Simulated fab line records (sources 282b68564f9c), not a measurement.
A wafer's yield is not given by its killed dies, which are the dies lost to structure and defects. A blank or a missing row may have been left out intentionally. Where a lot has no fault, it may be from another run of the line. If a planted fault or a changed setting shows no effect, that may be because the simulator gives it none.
Which tool was responsible?    flow rit_cmos    Sampling: 13 lots, 38 wafers, 3 of 202 route steps

## WHAT EACH GAUGE READ, for each wafer
RIT_FOX2_THK_MEAS_01. Usual: FOX2_OXIDE_THK typically reads 353 nm, with standard deviation 5.2.
lot   measured     on             FOX2_OXIDE_THK (nm)  flag
L482  day 1 19:04  film_metro-04  349 355 354          
L483  day 1 23:59  film_metro-04  366 364 358          
L485  day 2 12:16  film_metro-02  350 358 354          
L486  day 2 15:49  film_metro-02  361 358 357          
L487  day 2 22:14  film_metro-03  350 355 351          
L489  day 3 08:54  film_metro-03  354 352 354          
L491  day 3 18:29  film_metro-04  341 339 341 339      
L496  day 4 19:17  film_metro-02  358 358 355          
L499  day 5 09:26  film_metro-04  350 352 357          
L500  day 5 14:10  film_metro-03  352 355 346          
L501  day 5 18:49  film_metro-03  348 349 355          
L502  day 5 23:44  film_metro-02  348 350 347          
L505  day 6 17:26  film_metro-04  356 349 353          

RIT_FOX2_THK_MEAS_90. Usual: FIELD_OXIDE_LEFT_1_THK typically reads 326 nm, with standard deviation 5.3.
lot   measured     on             FIELD_OXIDE_LEFT_1_THK (nm)  flag
L482  day 1 20:42  film_metro-02  322 328 328                  
L483  day 2 00:52  film_metro-04  339 337 330                  
L485  day 2 13:13  film_metro-02  323 330 327                  
L486  day 2 16:41  film_metro-02  334 330 330                  
L487  day 2 23:07  film_metro-02  322 328 323                  
L489  day 3 09:46  film_metro-03  327 324 327                  
L491  day 4 02:46  film_metro-04  313 311 313 311              
L496  day 4 20:10  film_metro-02  330 330 327                  
L499  day 5 10:18  film_metro-04  323 325 330                  
L500  day 5 15:02  film_metro-02  324 327 318                  
L501  day 5 19:46  film_metro-04  320 321 327                  
L502  day 6 00:41  film_metro-04  321 323 319                  
L505  day 6 18:23  film_metro-02  329 322 326                  

## WHAT TOOL EACH LOT RAN ON (gives the tool, then ch and the chambers of the sampled wafers, and finally the start)
lot   RIT_FOX2_OXIDATION_00
L482  furnace-01 ch 0, day 1 17:45
L483  furnace-03 ch 0, day 1 22:40
L485  furnace-03 ch 0, day 2 10:58
L486  furnace-03 ch 0, day 2 14:29
L487  furnace-03 ch 0, day 2 20:55
L489  furnace-01 ch 0, day 3 07:35
L491  furnace-01 ch 0, day 3 17:08
L496  furnace-03 ch 0, day 4 17:58
L499  furnace-03 ch 0, day 5 08:05
L500  furnace-03 ch 0, day 5 12:49
L501  furnace-04 ch 0, day 5 17:30
L502  furnace-03 ch 0, day 5 22:25
L505  furnace-03 ch 0, day 6 16:08
- RIT_FOX2_OXIDATION_00: target thk 350.7 nm, ox time 1130 s.

## AS READ BY THE TOOLS THEMSELVES (means over the sampled wafers that have a number; for cases with no such wafer, the mark the record gives instead)
RIT_FOX2_OXIDATION_00. Usual: spike_tc_centre_C at 1101.8 C, with a standard deviation of 0.98.
lot   tool        spike_tc_centre_C (C)  flag
L482  furnace-01  1101.5                 
L483  furnace-03  1102.1                 
L485  furnace-03  1101.1                 
L486  furnace-03  1101.2                 
L487  furnace-03  1101.4                 
L489  furnace-01  1102.7                 
L491  furnace-01  1101.5                 
L496  furnace-03  1101.1                 
L499  furnace-03  1102.3                 
L500  furnace-03  1101.4                 
L501  furnace-04  1101.6                 
L502  furnace-03  1101.6                 
L505  furnace-03  1101.3                 

## THE ANSWER, worked out from the rows above alone
Rule: a lot counts as off when the mean over its wafers that have a number is more than 3 standard deviations away from the usual mean. A lot without any number at a reading at which 4 lots or more have one is off too. All remaining lots with rows at the step are treated as sound. Order of review: gauges by route order, followed by the tools' own readings, for which a lot's mean as printed above is used. The first step at which some lot is off is used, and at that step the reading that is off furthest; a lot without a number counts as furthest.
No lot is off on any of the readings shown, so nothing can be concluded from this.

## WHAT HAD BEEN PUT IN BY THE SIMULATOR
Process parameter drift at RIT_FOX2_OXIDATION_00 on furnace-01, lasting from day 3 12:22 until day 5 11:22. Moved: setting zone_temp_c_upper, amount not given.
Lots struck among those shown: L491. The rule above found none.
